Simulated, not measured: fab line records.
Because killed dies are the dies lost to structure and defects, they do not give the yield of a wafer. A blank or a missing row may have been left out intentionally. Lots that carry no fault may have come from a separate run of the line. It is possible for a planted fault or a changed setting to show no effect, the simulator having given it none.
Which of the tools did it?	flow rit cmos	14 lots with 42 wafers sampled at 2 steps, on a route of 202 steps

## WHAT EACH GAUGE READ, for each wafer
RIT_PRETRO_TW_MEAS_10. Usual: for PRETRO_TW the level is 482.6 and the standard deviation is 2.9.
lot	measured	on	PRETRO_TW	flag
L261	day 2 12:02	film metro-02	480.3 483.5 483.0	
L262	day 2 18:44	film metro-04	481.0 482.7 484.5	
L263	day 2 21:17	film metro-04	482.4 482.6 483.3	
L264	day 3 00:43	film metro-02	483.7 484.7 482.7	
L266	day 3 13:49	film metro-03	483.8 486.2 484.4	
L269	day 4 08:25	film metro-02	478.8 481.5 478.4	
L271	day 4 15:38	film metro-03	487.7 486.7 483.6	
L272	day 4 20:18	film metro-03	486.0 485.4 487.0	
L273	day 4 21:30	film metro-03	487.0 488.7 484.6	
L274	day 5 02:56	film metro-04	480.5 482.3 478.6	
L279	day 6 07:24	film metro-04	449.6 448.8 449.8	OFF
L280	day 6 11:36	film metro-03	445.1 443.0 447.0	OFF
L282	day 7 03:38	film metro-04	480.7 482.8 482.6	
L284	day 7 17:28	film metro-04	481.4 483.6 480.7	

## WHAT TOOL EACH LOT RAN ON (gives the tool, then ch and the chambers of the sampled wafers, and finally the start)
lot	RIT_PRETRO_IMPLANT_08
L261	implanter-02 ch 0, day 2 11:44
L262	implanter-02 ch 0, day 2 18:25
L263	implanter-03 ch 0, day 2 20:59
L264	implanter-02 ch 0, day 3 00:24
L266	implanter-03 ch 0, day 3 13:29
L269	implanter-02 ch 0, day 4 08:05
L271	implanter-01 ch 0, day 4 15:19
L272	implanter-02 ch 0, day 4 19:59
L273	implanter-01 ch 0, day 4 21:12
L274	implanter-01 ch 0, day 5 02:37
L279	implanter-02 ch 0, day 6 07:05
L280	implanter-02 ch 0, day 6 11:17
L282	implanter-01 ch 0, day 7 03:21
L284	implanter-03 ch 0, day 7 17:10
- RIT_PRETRO_IMPLANT_08

## WHAT THE TOOLS THEMSELVES READ (means of the sampled wafers that have a number; where no wafer has one, the mark that the record gives instead)
RIT_PRETRO_IMPLANT_08. Usual: beam energy keV 45.003, standard deviation 0.014; end station pressure torr 5.05e-06 Torr, standard deviation 2.6e-07.
lot	tool	beam energy keV	end station pressure torr (Torr)	flag
L261	implanter-02	45.017	4.85e-06	
L262	implanter-02	45.006	4.99e-06	
L263	implanter-03	44.999	5.19e-06	
L264	implanter-02	45.002	5.00e-06	
L266	implanter-03	45.025	5.12e-06	
L269	implanter-02	44.995	5.13e-06	
L271	implanter-01	45.006	5.11e-06	
L272	implanter-02	44.999	5.17e-06	
L273	implanter-01	45.010	5.11e-06	
L274	implanter-01	44.998	5.23e-06	
L279	implanter-02	29.256	5.23e-06	OFF
L280	implanter-02	29.259	5.14e-06	OFF
L282	implanter-01	44.999	5.27e-06	
L284	implanter-03	45.005	5.06e-06	

## THE ANSWER, worked out from the rows above alone
Rule: lot off if the mean of its wafers having a number is beyond 3 standard deviations from the usual mean. A lot without any number at a reading at which 4 lots or more have one is off too. The other lots that the step has rows for count as sound. After the gauges, taken in route order, come the tools' own readings; for these a lot's mean is taken, as printed above. At the first step where some lot is off, the reading lying furthest off is the one used; lots without a number count as furthest.
Off: L279, L280, seen at RIT_PRETRO_TW_MEAS_10 (PRETRO_TW).
If a tool, at a process step before that reading, ran all the lots that are off and no sound lot after the first of them, it fits. Not tried: the gauges at RIT_PRETRO_TW_MEAS_10; whatever is off there is also off at RIT_PRETRO_IMPLANT_08, on other tools, and gauge error can't account for it. One fits: RIT_PRETRO_IMPLANT_08 on implanter-02. Its last sound lot is L272 (day 4 19:59), its first lot that is off L279 (day 6 07:05): a fault that began between those two fits.
The tool's own readings at RIT_PRETRO_IMPLANT_08 bear it out: on the lots that are off they differ by more than 5 times the standard deviation of the sound lots' means. beam energy keV reads 29.258 there against 45.005 on the sound lots.

## WHAT WAS PUT IN BY THE SIMULATOR
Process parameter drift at RIT_PRETRO_IMPLANT_08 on implanter-02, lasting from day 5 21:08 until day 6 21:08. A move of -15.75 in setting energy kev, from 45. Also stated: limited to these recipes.
Struck lots among those shown: L279, L280. The rule above found the same.
